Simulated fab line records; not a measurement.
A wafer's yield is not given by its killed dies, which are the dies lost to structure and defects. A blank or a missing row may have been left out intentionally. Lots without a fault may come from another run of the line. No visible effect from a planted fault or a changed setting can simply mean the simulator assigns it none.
Commonality check across tools	flow berkeleyCmos170	14 lots and 42 wafers in the sample

== REASON FOR OPENING ==
At UCB170_PFIELD_OVL_MEAS_06 the reading PFIELD_OVL is flagged on 2 of 14 lots. No-fault wafers: -2 nm, standard deviation 3.9.
Rule: a lot is flagged when every wafer of it that has a number lies more than 4 standard deviations from that mean, or none has a number. All remaining lots are regarded as sound.

lot	measured	on	PFIELD_OVL (nm), wafer by wafer	flag
L786	day 4 13:55	overlay-01	-7 -4 -7	
L787	day 5 08:29	overlay-01	-6 -4 0	
L788	day 5 09:03	overlay-02	-1 -7 -7	
L789	day 5 13:17	overlay-01	4 1 1	
L790	day 5 20:36	overlay-02	-5 1 -1	
L793	day 6 05:25	overlay-01	3 -6 -4	
L792	day 6 05:40	overlay-01	-2 -8 0	
L794	day 6 16:42	overlay-02	-3 -9 -4	
L795	day 7 02:22	overlay-02	-4 1 -4	
L799	day 7 14:22	overlay-02	86 84 86	FLAGGED
L798	day 7 14:40	overlay-01	84 89 84	FLAGGED
L800	day 8 16:34	overlay-01	0 -7 -1	
L802	day 8 16:41	overlay-01	4 2 8	
L807	day 9 16:40	overlay-01	-1 -2 2	
On average the flagged lots' numbers are 86 nm, which is +88 nm against the usual, or +22 standard deviations.

== TOOL THAT RAN EACH LOT ==
The record holds 1 process step before the reading, out of a route of 331 steps. Each cell gives the tool, then ch followed by the chambers the sampled wafers passed through, then the start.
lot	flag	UCB170_PFIELD_EXPOSE_03
L786		krfScanner-01 ch 0, day 4 13:31
L787		krfScanner-02 ch 0, day 5 07:17
L788		krfScanner-02 ch 0, day 5 07:52
L789		krfScanner-01 ch 0, day 5 12:34
L790		krfScanner-01 ch 0, day 5 20:02
L793		krfScanner-01 ch 0, day 6 04:59
L792		krfScanner-02 ch 0, day 6 05:11
L794		krfScanner-01 ch 0, day 6 16:07
L795		krfScanner-02 ch 0, day 7 01:59
L799	FLAGGED	krfScanner-02 ch 0, day 7 13:59
L798	FLAGGED	krfScanner-02 ch 0, day 7 14:10
L800		krfScanner-01 ch 0, day 8 16:10
L802		krfScanner-01 ch 0, day 8 16:20
L807		krfScanner-01 ch 0, day 9 15:22
What these steps do:
- UCB170_PFIELD_EXPOSE_03: exposes mask PFIELD, target cd 1500 nm.
- UCB170_PFIELD_OVL_MEAS_06

== FLAGGED OVER TOTAL, TOOL BY TOOL (the gauges that took the reading come last) ==
step	tool	lots run	flagged	share of the flagged lots	sound lots run after its first flagged lot
UCB170_PFIELD_EXPOSE_03	krfScanner-01	8	0	none	-
UCB170_PFIELD_EXPOSE_03	krfScanner-02	6	2	all	0
UCB170_PFIELD_OVL_MEAS_06	overlay-01	9	1	some	3 (L800,L802,L807)
UCB170_PFIELD_OVL_MEAS_06	overlay-02	5	1	some	0

== WHAT IS ALLOWED BY THE TABLE ==
Rows of the table that ran each flagged lot: 1, that is krfScanner-02 at UCB170_PFIELD_EXPOSE_03.
- krfScanner-02 at UCB170_PFIELD_EXPOSE_03: 2 of its 6 lots flagged. Its last sound lot is L795 (day 7 01:59), its first flagged lot L799 (day 7 13:59): a fault that began between those two fits.
What remains is a single tool, krfScanner-02 at UCB170_PFIELD_EXPOSE_03.

== WHAT THE SIMULATOR HAD PUT IN ==
Scanner matching overlay: krfScanner-02, from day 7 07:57 on, at UCB170_PFIELD_EXPOSE_03. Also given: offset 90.
Lots struck among those shown: L799, L798. The rule given above showed the same thing.
